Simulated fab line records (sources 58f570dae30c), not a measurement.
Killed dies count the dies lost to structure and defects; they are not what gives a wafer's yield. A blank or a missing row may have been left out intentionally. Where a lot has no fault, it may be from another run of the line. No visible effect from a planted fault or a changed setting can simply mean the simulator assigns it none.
Struck lot and sound lot, side by side + flow berkeley-cmos170 + 15 out of 331 route steps
Sound: the wafers L710.1, L710.2, L710.5. Struck: wafer L716.1 (left out: L716.2, L716.4 of the same lot, which were not struck); the cause appears at the end.
For every step that has rows: the tool of each side, followed by ch and its chambers, followed by its first start. Under that, the readings that differ: sound wafers + struck wafers + difference of the means + sigmas: that difference in standard deviations of wafers without a fault.
alike: same words and numbers on both sides, and readings whose means sit less than 2 such deviations apart. not compared: any withheld reading, any reading some wafer has no value for, any bound like >300 that may hide the same value, and any number with overlapping values for which the record gives no deviation.
Wherever a step has rows on one side only, a row that says differs or no value, or a row with sigmas, the two part there. Non-overlapping numbers with no deviation appear without sigmas and do not part them. A reading that every wafer of one side lacks parts them only if that side has two wafers or more.

UCB170_M1_SPUTTER_00: material Al, target thk 600 nm, time 80 s.
  sound on pvd-sputter-02 at day 7 22:44; struck on pvd-sputter-04 at day 8 18:14
  alike: chamber-pressure-pa, throttle-valve-pct
UCB170_M1_RS_MEAS_01: measures by four-point-probe.
  sound on film-metro-03 at day 7 22:47; struck on film-metro-02 at day 8 18:17
  alike: M1_AL_RS
UCB170_M1_THK_MEAS_02: measures by xrf.
  sound on film-metro-03 at day 7 22:55; struck on film-metro-02 at day 8 18:25
  alike: M1_AL_THK
then, 6 steps without rows for these wafers: UCB170_M1_COAT_03; UCB170_M1_COAT_04 (resist thk 900 nm); UCB170_M1_SOFTBAKE_05 (time 60 s); UCB170_M1_EXPOSE_06 (exposes mask METAL1, target cd 700 nm); UCB170_M1_PEB_07; UCB170_M1_DEVELOP_08 (develop time 45 s).
UCB170_M1_CD_MEAS_09 targets a cd of 700 nm.
  sound on cd-sem-01 at day 8 00:13; struck on cd-sem-02 at day 8 21:20
  alike: cd-nm
UCB170_M1_OVL_MEAS_10:
  sound on overlay-02 at day 8 00:20; struck on overlay-01 at day 8 21:27
  alike: M1_OVL
UCB170_M1_ETCH_11: etches BARC in N2/H2.
  sound on rie-diel-04 ch 2,3, day 8 00:23; struck on rie-diel-04 ch 3, day 8 21:29
  alike: bias-w, drypump-motor-current-A, oes-product-au, throttle-valve-pct
UCB170_M1_METAL_ETCH_12: etches Al in Cl2/BCl3, stops on PSG, target depth 780 nm, time 130 s.
  sound on rie-metal-03 ch 0,1, day 8 00:25; struck on rie-metal-03 ch 1, day 8 21:32
| reading    | sound             | struck | difference | sigmas |
|------------|-------------------|--------|------------|--------|
| bias-w (W) | 120.0 120.4 120.4 | 130.6  | +10.3      | +29    |
  alike: drypump-motor-current-A, oes-product-au, throttle-valve-pct
  not compared: rf-hours-counter-h
UCB170_M1_STRIP_13: strips in O2.
  sound on plasma-asher-02 ch 0,1, day 8 00:33; struck on plasma-asher-04 ch 1, day 8 21:40
  alike: drypump-motor-current-A, oes-product-au
  not compared: rf-hours-counter-h
UCB170_M3_PROBE_99:
  the record has rows for the sound wafers here (prober-01, day 8 23:41) and none for the struck ones

== WHERE THEY PART ==
At UCB170_M1_METAL_ETCH_12 first; at UCB170_M3_PROBE_99 last (within this record only).

WHY: what the simulator had put in
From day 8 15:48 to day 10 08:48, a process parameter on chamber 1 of rie-metal-03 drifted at UCB170_M1_METAL_ETCH_12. Setting bias-w shifted by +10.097 from 120. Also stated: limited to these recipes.
